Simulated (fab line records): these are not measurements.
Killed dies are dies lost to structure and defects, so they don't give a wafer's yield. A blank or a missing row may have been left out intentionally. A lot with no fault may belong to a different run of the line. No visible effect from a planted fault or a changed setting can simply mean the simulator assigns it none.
Which tool did it?    flow rit-cmos    7 lots (21 wafers sampled), 1 step of a 202-step route

== WHAT EACH GAUGE READ, for each wafer ==
RIT_ACTIVE_BOW_MEAS_00.
lot   measured     on             INCOMING_BOW (um)
L651  day 1 15:01  film-metro-04  -2 -11 2
L653  day 2 01:01  film-metro-02  3 9 -3
L655  day 2 11:00  film-metro-02  2 2 -1
L659  day 3 07:01  film-metro-04  3 -11 -4
L663  day 4 03:00  film-metro-04  11 6 5
L669  day 5 09:01  film-metro-04  3 -5 4
L671  day 5 19:00  film-metro-02  -1 2 4

== WHICH TOOL RAN EACH LOT (tool, then ch and the chambers of the sampled wafers, then the start) ==
There is no process step in the record ahead of these readings.

== THE ANSWER, worked out from the rows above alone ==
Rule: usual is defined by the lots themselves. The widest of any qualifying gaps counts: lots, ordered by their means at a reading, are off when they make up no more than a third of the lots, leave a main group of 4 or more, and stand apart from it by 3 or more times the standard deviation of that group's means. Not used: any main group whose means are identical at the precision the tables above print for the reading. Also off: a lot with no number at a reading for which 4 or more lots have one. The other lots that the step has rows for count as sound.
None of the lots is off at any reading shown; this tells nothing.

== WHAT HAD BEEN PUT IN BY THE SIMULATOR ==
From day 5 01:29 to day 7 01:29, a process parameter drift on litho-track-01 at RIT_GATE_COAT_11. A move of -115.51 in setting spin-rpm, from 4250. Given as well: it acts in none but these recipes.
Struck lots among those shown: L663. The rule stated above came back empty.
